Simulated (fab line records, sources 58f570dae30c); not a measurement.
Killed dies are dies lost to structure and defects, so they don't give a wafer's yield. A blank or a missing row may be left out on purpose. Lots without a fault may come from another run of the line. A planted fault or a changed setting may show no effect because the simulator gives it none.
One fault seen from 2 desks | flow berkeley_cmos170 | each desk has only its own numbers; what lay behind them comes last

THE METROLOGY DESK
What the gauges read, lot by lot, whatever tool the lot ran on: means of the sampled wafers that have a number. A lot is out of limits, marked OUT, if its mean lies more than 4 standard deviations from the usual mean; the brackets give that distance. Of its 9 readings 7 are shown: those that lie furthest out on some lot.
Columns: A = PWELL_OVL at UCB170_PWELL_OVL_MEAS_13, usual 3 nm; B = PWELL_TW at UCB170_PWELL_TW_MEAS_17, usual 377.0; C = WELLDRIVE_OXIDE_THK at UCB170_WELLDRIVE_THK_MEAS_02, usual 199 nm; D = ACTIVE_OXIDE_THK at UCB170_ACTIVE_THK_MEAS_03, usual 26.6 nm; E = ACTIVE_NITRIDE_THK at UCB170_ACTIVE_THK_MEAS_06, usual 219.5 nm; F = ACTIVE_OVL at UCB170_ACTIVE_OVL_MEAS_14, usual 1 nm; G = PFIELD_OVL at UCB170_PFIELD_OVL_MEAS_06, usual -1 nm
lot  | first seen here | A  | B     | C   | D    | E     | F  | G
L431 | day 3 15:38     | 2  | 371.8 | 197 | 26.2 | 221.7 | -4 | -8
L439 | day 5 03:10     | -4 | 375.0 | 207 | 26.5 | 220.7 | 12 | -6
L440 | day 5 03:49     | 5  | 378.8 | 206 | 27.3 | 220.7 | 2  | 3
L449 | day 7 04:37     | 0  | 378.0 | 202 | 26.6 | 218.5 | 3  | -5
L450 | day 7 04:53     | 9  | 377.5 | 202 | 27.0 | 220.4 | 9  | -8
L451 | day 7 11:33     | 5  | 377.6 | 206 | 26.4 | 219.4 | -2 | 4
This desk's finding: nothing out of limits on any of the 6 lots.

THE TOOL OWNER'S DESK: furnace-03
The tool's own readings at UCB170_WELLDRIVE_ANNEAL_03 (time 900 s): means of the sampled wafers that have a number, for each lot that ran on this tool. A lot is out of limits, marked OUT, if its mean lies more than 4 standard deviations from the usual mean; the brackets give that distance.
Columns: A = spike_tc_centre_C at UCB170_WELLDRIVE_ANNEAL_03, usual 1103.1 C
lot  | first seen here | A
L431 | day 4 03:38     | 1105.9
L439 | day 5 14:35     | 1104.6
L440 | day 5 14:35     | 1105.2
This desk's finding: nothing out of limits on any of the 3 lots.

PUT TOGETHER
The metrology desk saw nothing out of limits.
The tool owner's desk saw nothing out of limits.

WHAT THE SIMULATOR HAD PUT IN
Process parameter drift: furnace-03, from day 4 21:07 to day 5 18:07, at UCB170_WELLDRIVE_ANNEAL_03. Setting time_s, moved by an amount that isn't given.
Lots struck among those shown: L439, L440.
